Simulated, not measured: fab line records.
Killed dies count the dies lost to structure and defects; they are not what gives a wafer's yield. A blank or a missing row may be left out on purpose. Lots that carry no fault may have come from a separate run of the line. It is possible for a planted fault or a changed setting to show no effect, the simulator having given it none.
A lot that was struck, set against a sound lot    flow ritCmos    29 out of 202 route steps
Sound: the wafers L572.1, L572.4, L572.6. Struck: wafers L568.2, L568.4, L568.6. Last of all comes the cause.
For every step that has rows: the tool of each side, followed by ch and its chambers, followed by its first start. Under that, the readings that differ: sound wafers    struck wafers    difference of the means    sigmas: that difference in standard deviations of wafers without a fault.
alike: readings with means less than 2 such deviations apart, plus words and numbers identical on both sides. not compared: withheld readings, readings lacking a value on some wafer, bounds such as >300 that could conceal the same value, and numbers that have no deviation in the record and whose values overlap.
Wherever a step has rows on one side only, a row that says differs or no value, or a row with sigmas, the two part there. Non-overlapping numbers with no deviation appear without sigmas and do not part them. A reading that every wafer of one side lacks parts them only if that side has two wafers or more.

first, 6 steps without rows for these wafers: RIT_SDANNEAL_RTA_03 (time 5 s); RIT_SILICIDE_WET_ETCH_00 (etches SiO2 in BOE, target depth 14 nm, time 15.5 s); RIT_SILICIDE_SPUTTER_01 (material Ti, target thk 30 nm, time 240 s); RIT_SILICIDE_RTA_04 (time 10 s, ramp up 5 s, ramp down 5 s); RIT_SILICIDE_WET_ETCH_05 (etches Ti in SPM, time 120 s); RIT_SILICIDE_RTA_06 (time 10 s, ramp up 5 s, ramp down 10 s).
RIT_CONTACT_CVD_00: deposits SiO2 from TEOS, target thk 400 nm, time 61 s.
  sound on pecvd-03 ch 0,1,2, day 7 17:56; struck on pecvd-02 ch 0,1,2, day 6 21:50
reading                                  sound            struck           difference  sigmas
model.SiO2_of_CONTACT_CVD_00.thkNm (nm)  395.8 399 399.4  373 380.8 379.4  -20         
  alike: heaterPowerW
RIT_CONTACT_THK_MEAS_01:
  sound on filmMetro-02, day 7 17:59; struck on filmMetro-02, day 6 22:07
reading                sound        struck       difference  sigmas
CONTACT_TEOS_THK (nm)  396 399 399  373 381 380  -20         -4
  not compared: hold
then, 6 steps without rows for these wafers: RIT_CONTACT_COAT_03 (resist thk 1000 nm); RIT_CONTACT_SOFTBAKE_04 (time 60 s); RIT_CONTACT_EXPOSE_05 (exposes mask M11, target cd 1000 nm); RIT_CONTACT_PEB_06; RIT_CONTACT_DEVELOP_07 (develop time 120 s); RIT_CONTACT_HARDBAKE_10 (time 60 s).
RIT_CONTACT_ETCH_11: etches SiO2 in CHF3/CF4/Ar, stops on TiSi2, target depth 480 nm, time 320 s.
  sound on rieDiel-01 ch 0,2, day 7 19:27; struck on rieDiel-01 ch 0,2, day 7 03:34
reading                            sound            struck           difference  sigmas
model.CONTACT.featureDepthNm (nm)  395.8 399 399.4  373 380.8 379.4  -20         
model.etch.depthNm (nm)            395.8 399 399.4  373 380.8 379.4  -20         
  alike: drypumpMotorCurrentA, oesProductAu, throttleValvePct
  not compared: rfHoursCounterH
then, 11 steps without rows for these wafers: RIT_CONTACT_STRIP_12 (strips in O2, time 180 s); RIT_CONTACT_CLEAN_13 (cleans in SC1, time 600 s); RIT_CONTACT_CLEAN_14 (cleans in SC2, time 600 s); RIT_M1_SPUTTER_00 (material Al, target thk 400 nm, time 500 s); RIT_M1_HMDS_03 (prime time 60 s); RIT_M1_COAT_04 (resist thk 1300 nm); RIT_M1_SOFTBAKE_05 (time 60 s); RIT_M1_EXPOSE_06 (exposes mask M12, target cd 2600 nm); RIT_M1_PEB_07; RIT_M1_DEVELOP_08 (develop time 68 s); RIT_M1_HARDBAKE_11 (time 120 s).
RIT_M1_METAL_ETCH_12: etches Al in Cl2/BCl3, stops on SiO2, time 165 s, target depth 600 nm.
  sound on rieMetal-04 ch 0, day 7 22:10; struck on rieMetal-01 ch 0,1, day 7 06:17
reading                                  sound              struck             difference  sigmas
throttleValvePct (%)                     8.38 8.37 8.37     8.27 8.27 8.23     -0.12       -2
model.SiO2_of_CONTACT_CVD_00.thkNm (nm)  359.3 362.8 362.9  335.6 343.5 343.7  -20.7       
  alike: drypumpMotorCurrentA, oesProductAu
  not compared: rfHoursCounterH
then, 1 step without rows for these wafers: RIT_M1_STRIP_13 (strips in nmp, time 600 s).
RIT_M1_PROBE_99:
  sound on prober-01, day 8 00:25; struck on prober-01, day 7 08:35
  alike: killedAtContacts, killedAtFrontEnd, killedDies, killedOpen, killedShort

== WHERE THEY PART ==
Earliest at RIT_CONTACT_THK_MEAS_01; latest, in this record, at RIT_M1_METAL_ETCH_12. Later steps at which nothing parts them and some readings are alike: RIT_M1_PROBE_99.

WHY: what the simulator had put in
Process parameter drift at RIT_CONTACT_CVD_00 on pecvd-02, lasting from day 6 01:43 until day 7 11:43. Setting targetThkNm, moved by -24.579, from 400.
